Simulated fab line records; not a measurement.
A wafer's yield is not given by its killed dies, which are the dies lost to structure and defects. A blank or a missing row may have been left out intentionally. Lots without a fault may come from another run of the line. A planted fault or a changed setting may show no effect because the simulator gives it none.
Which tool is to blame? / flow berkeley_cmos170 / Sampling: 14 lots, 42 wafers, 3 of 331 route steps

WHAT THE GAUGES READ, wafer by wafer
UCB170_NWELL_THK_MEAS_05.
lot=L201; measured=day 2 12:43; on=film_metro-02; NWELL_NITRIDE_THK (nm)=222.4 222.7 224.3
lot=L202; measured=day 2 22:55; on=film_metro-04; NWELL_NITRIDE_THK (nm)=221.6 223.0 222.7
lot=L203; measured=day 3 05:59; on=film_metro-02; NWELL_NITRIDE_THK (nm)=222.3 221.9 222.5
lot=L204; measured=day 3 10:59; on=film_metro-04; NWELL_NITRIDE_THK (nm)=225.4 224.4 223.1
lot=L206; measured=day 3 22:38; on=film_metro-04; NWELL_NITRIDE_THK (nm)=222.9 221.6 222.1
lot=L208; measured=day 4 01:20; on=film_metro-03; NWELL_NITRIDE_THK (nm)=225.8 224.5 225.1
lot=L211; measured=day 4 19:29; on=film_metro-03; NWELL_NITRIDE_THK (nm)=221.0 221.4 223.1
lot=L213; measured=day 5 07:44; on=film_metro-02; NWELL_NITRIDE_THK (nm)=225.3 225.3 225.4
lot=L215; measured=day 5 07:44; on=film_metro-04; NWELL_NITRIDE_THK (nm)=226.2 226.8 226.1
lot=L216; measured=day 6 00:59; on=film_metro-03; NWELL_NITRIDE_THK (nm)=223.5 223.5 224.4
lot=L218; measured=day 6 01:00; on=film_metro-04; NWELL_NITRIDE_THK (nm)=221.3 220.1 219.5
lot=L220; measured=day 6 12:33; on=film_metro-03; NWELL_NITRIDE_THK (nm)=224.9 223.6 223.0
lot=L221; measured=day 6 20:23; on=film_metro-04; NWELL_NITRIDE_THK (nm)=225.0 226.7 226.1
lot=L222; measured=day 7 03:11; on=film_metro-04; NWELL_NITRIDE_THK (nm)=225.4 226.2 225.7

UCB170_NWELL_OVL_MEAS_12.
lot=L201; measured=day 2 13:37; on=overlay-01; NWELL_OVL (nm)=3 4 10
lot=L202; measured=day 2 23:57; on=overlay-02; NWELL_OVL (nm)=-6 -10 -3
lot=L203; measured=day 3 07:08; on=overlay-01; NWELL_OVL (nm)=2 0 10
lot=L204; measured=day 3 12:13; on=overlay-01; NWELL_OVL (nm)=-9 -5 -5
lot=L206; measured=day 4 00:41; on=overlay-01; NWELL_OVL (nm)=-8 -7 -7
lot=L208; measured=day 4 03:35; on=overlay-01; NWELL_OVL (nm)=11 -2 1
lot=L211; measured=day 4 20:23; on=overlay-02; NWELL_OVL (nm)=11 4 2
lot=L213; measured=day 5 09:23; on=overlay-01; NWELL_OVL (nm)=-6 -7 -9
lot=L215; measured=day 5 09:07; on=overlay-01; NWELL_OVL (nm)=4 2 11
lot=L216; measured=day 6 02:26; on=overlay-02; NWELL_OVL (nm)=-2 -7 -5
lot=L218; measured=day 6 02:39; on=overlay-01; NWELL_OVL (nm)=4 3 1
lot=L220; measured=day 6 14:35; on=overlay-01; NWELL_OVL (nm)=-8 -1 -5
lot=L221; measured=day 6 21:31; on=overlay-01; NWELL_OVL (nm)=3 -5 -7
lot=L222; measured=day 7 04:13; on=overlay-01; NWELL_OVL (nm)=15 8 1

EACH LOT AND THE TOOL THAT RAN IT (in order: tool; ch and the chambers of the sampled wafers; start)
lot=L201; UCB170_ZERO_ETCH_06=rie_diel-01 ch 0,3, day 1 23:32
lot=L202; UCB170_ZERO_ETCH_06=rie_diel-04 ch 0,1,2, day 2 09:01
lot=L203; UCB170_ZERO_ETCH_06=rie_diel-02 ch 0,1, day 2 15:34
lot=L204; UCB170_ZERO_ETCH_06=rie_diel-01 ch 0,2,3, day 2 18:50
lot=L206; UCB170_ZERO_ETCH_06=rie_diel-04 ch 0,2,3, day 3 06:51
lot=L208; UCB170_ZERO_ETCH_06=rie_diel-04 ch 0,1, day 3 10:36
lot=L211; UCB170_ZERO_ETCH_06=rie_diel-02 ch 1,2,3, day 4 05:16
lot=L213; UCB170_ZERO_ETCH_06=rie_diel-02 ch 0,3, day 4 17:02
lot=L215; UCB170_ZERO_ETCH_06=rie_diel-01 ch 0,1,3, day 4 21:46
lot=L216; UCB170_ZERO_ETCH_06=rie_diel-01 ch 2,3, day 5 09:07
lot=L218; UCB170_ZERO_ETCH_06=rie_diel-02 ch 0,2,3, day 5 14:05
lot=L220; UCB170_ZERO_ETCH_06=rie_diel-01 ch 0,1,3, day 6 02:28
lot=L221; UCB170_ZERO_ETCH_06=rie_diel-04 ch 0,1,2, day 6 09:11
lot=L222; UCB170_ZERO_ETCH_06=rie_diel-04 ch 0,3, day 6 14:34
- UCB170_ZERO_ETCH_06: etches SiO2 in CHF3/CF4/Ar, time 12 s.

WHAT THE TOOLS THEMSELVES READ (means of the sampled wafers that have a number; where no wafer has one, the mark that the record gives instead)
UCB170_ZERO_ETCH_06.
lot=L201; tool=rie_diel-01; cf4_flow_sccm (sccm)=9.982; drypump_motor_current_A (A)=6.4; oes_product_au (a.u.)=0.607; throttle_valve_pct (%)=9.40
lot=L202; tool=rie_diel-04; cf4_flow_sccm (sccm)=9.985; drypump_motor_current_A (A)=5.8; oes_product_au (a.u.)=0.609; throttle_valve_pct (%)=9.25
lot=L203; tool=rie_diel-02; cf4_flow_sccm (sccm)=9.999; drypump_motor_current_A (A)=5.9; oes_product_au (a.u.)=0.598; throttle_valve_pct (%)=9.37
lot=L204; tool=rie_diel-01; cf4_flow_sccm (sccm)=9.981; drypump_motor_current_A (A)=6.0; oes_product_au (a.u.)=0.608; throttle_valve_pct (%)=9.31
lot=L206; tool=rie_diel-04; cf4_flow_sccm (sccm)=10.015; drypump_motor_current_A (A)=5.8; oes_product_au (a.u.)=0.605; throttle_valve_pct (%)=9.37
lot=L208; tool=rie_diel-04; cf4_flow_sccm (sccm)=10.021; drypump_motor_current_A (A)=5.9; oes_product_au (a.u.)=0.604; throttle_valve_pct (%)=9.32
lot=L211; tool=rie_diel-02; cf4_flow_sccm (sccm)=10.006; drypump_motor_current_A (A)=5.6; oes_product_au (a.u.)=0.616; throttle_valve_pct (%)=9.29
lot=L213; tool=rie_diel-02; cf4_flow_sccm (sccm)=10.012; drypump_motor_current_A (A)=5.7; oes_product_au (a.u.)=0.604; throttle_valve_pct (%)=9.40
lot=L215; tool=rie_diel-01; cf4_flow_sccm (sccm)=9.998; drypump_motor_current_A (A)=5.9; oes_product_au (a.u.)=0.616; throttle_valve_pct (%)=9.26
lot=L216; tool=rie_diel-01; cf4_flow_sccm (sccm)=10.041; drypump_motor_current_A (A)=6.1; oes_product_au (a.u.)=0.609; throttle_valve_pct (%)=9.26
lot=L218; tool=rie_diel-02; cf4_flow_sccm (sccm)=9.988; drypump_motor_current_A (A)=5.6; oes_product_au (a.u.)=0.609; throttle_valve_pct (%)=9.35
lot=L220; tool=rie_diel-01; cf4_flow_sccm (sccm)=10.024; drypump_motor_current_A (A)=6.0; oes_product_au (a.u.)=0.618; throttle_valve_pct (%)=9.27
lot=L221; tool=rie_diel-04; cf4_flow_sccm (sccm)=10.005; drypump_motor_current_A (A)=5.9; oes_product_au (a.u.)=0.610; throttle_valve_pct (%)=9.25
lot=L222; tool=rie_diel-04; cf4_flow_sccm (sccm)=9.999; drypump_motor_current_A (A)=5.9; oes_product_au (a.u.)=0.605; throttle_valve_pct (%)=9.42

THE ANSWER, worked out from the rows above alone
Rule: what is usual is taken from the lots themselves. Put in order of their means at a reading, lots are off if they are a third of the lots or fewer, leave a main group of 4 or more, and stand apart from it by a gap of 3 or more times the standard deviation of the main group's means; of several such gaps the widest counts. The tables above print the reading to a certain number of digits; a main group whose means all agree to those digits is not used. Also off: a lot with no number at a reading for which 4 or more lots have one. Any other lot the step has rows for is counted as sound. First the gauges in route order, then the tools' own readings, where a lot's mean is used as printed above. The first step at which some lot is off is used, and at that step the reading that is off furthest; a lot without a number counts as furthest.
No lot is off on any of the readings shown, so nothing can be concluded from this.

WHAT THE SIMULATOR HAD INSERTED
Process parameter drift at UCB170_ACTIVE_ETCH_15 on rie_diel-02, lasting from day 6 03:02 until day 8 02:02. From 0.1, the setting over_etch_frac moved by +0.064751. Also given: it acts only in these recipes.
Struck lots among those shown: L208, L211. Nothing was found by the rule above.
